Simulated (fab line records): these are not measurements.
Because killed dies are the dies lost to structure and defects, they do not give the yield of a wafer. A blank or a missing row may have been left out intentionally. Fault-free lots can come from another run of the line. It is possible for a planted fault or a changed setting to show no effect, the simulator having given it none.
What tool caused it? | flow ritCmos | 42 wafers from 14 lots sampled at 2 of the route's 202 steps

WHAT THE GAUGES SHOWED, per wafer
RIT_NSD_OVL_MEAS_06.
lot  | measured    | on         | NSD_OVL (nm)
L433 | day 2 22:48 | overlay-01 | 0.7 0.8 0.3
L434 | day 3 03:17 | overlay-02 | -1.9 -1.1 0.2
L435 | day 3 10:13 | overlay-02 | -1.1 1.1 -0.3
L436 | day 3 14:34 | overlay-01 | 2.4 0.6 1.8
L437 | day 3 21:15 | overlay-01 | 0.1 -0.3 -1.3
L438 | day 4 01:48 | overlay-01 | -1.5 -0.4 2.0
L439 | day 4 06:08 | overlay-01 | 0.7 2.1 0.8
L440 | day 4 10:16 | overlay-01 | -1.6 0.4 0.9
L441 | day 5 00:53 | overlay-01 | 4.1 2.1 1.0
L442 | day 5 03:29 | overlay-02 | 0.1 0.6 -0.8
L443 | day 5 07:11 | overlay-02 | -0.8 -1.7 -0.9
L444 | day 5 11:07 | overlay-02 | -2.1 -3.5 -2.2
L453 | day 7 03:04 | overlay-02 | 419.5 418.5 419.7
L455 | day 7 14:47 | overlay-02 | 420.2 420.0 417.9

EACH LOT AND THE TOOL THAT RAN IT (in order: tool; ch and the chambers of the sampled wafers; start)
lot  | RIT_NSD_EXPOSE_03
L433 | ilineStepper-02 ch 0, day 2 22:24
L434 | ilineStepper-02 ch 0, day 3 02:46
L435 | ilineStepper-02 ch 0, day 3 09:51
L436 | ilineStepper-02 ch 0, day 3 14:11
L437 | ilineStepper-01 ch 0, day 3 20:51
L438 | ilineStepper-02 ch 0, day 4 01:25
L439 | ilineStepper-01 ch 0, day 4 05:46
L440 | ilineStepper-02 ch 0, day 4 09:52
L441 | ilineStepper-02 ch 0, day 5 00:29
L442 | ilineStepper-02 ch 0, day 5 03:05
L443 | ilineStepper-02 ch 0, day 5 06:49
L444 | ilineStepper-01 ch 0, day 5 10:43
L453 | ilineStepper-01 ch 0, day 7 02:35
L455 | ilineStepper-01 ch 0, day 7 14:24
- RIT_NSD_EXPOSE_03: exposes mask M9, target cd 40700 nm.

WHAT THE TOOLS THEMSELVES READ (means of the sampled wafers that have a number; where no wafer has one, the mark that the record gives instead)
The record holds no such reading with a usual standard deviation.

THE ANSWER, worked out from the rows above alone
Rule: usual is defined by the lots themselves. Put in order of their means at a reading, lots are off if they are a third of the lots or fewer, leave a main group of 4 or more, and stand apart from it by a gap of 3 or more times the standard deviation of the main group's means; of several such gaps the widest counts. The tables above print the reading to a certain number of digits; a main group whose means all agree to those digits is not used. Also off: a lot with no number at a reading for which 4 or more lots have one. The other lots that the step has rows for count as sound. Order of review: gauges by route order, followed by the tools' own readings, for which a lot's mean as printed above is used. The first step at which some lot is off is used, and at that step the reading that is off furthest; a lot without a number counts as furthest.
Off: L453, L455, at RIT_NSD_OVL_MEAS_06 (NSD_OVL). For the main group the mean is 0.0 nm and the standard deviation 1.3.
If a tool, at a process step before that reading, ran all the lots that are off and no sound lot after the first of them, it fits. Those tools and the gauges at RIT_NSD_OVL_MEAS_06 are tried in the same way. Can't be told from this: 2 tools fit, ilineStepper-01 at RIT_NSD_EXPOSE_03, overlay-02 at RIT_NSD_OVL_MEAS_06.

WHAT WAS PUT IN BY THE SIMULATOR
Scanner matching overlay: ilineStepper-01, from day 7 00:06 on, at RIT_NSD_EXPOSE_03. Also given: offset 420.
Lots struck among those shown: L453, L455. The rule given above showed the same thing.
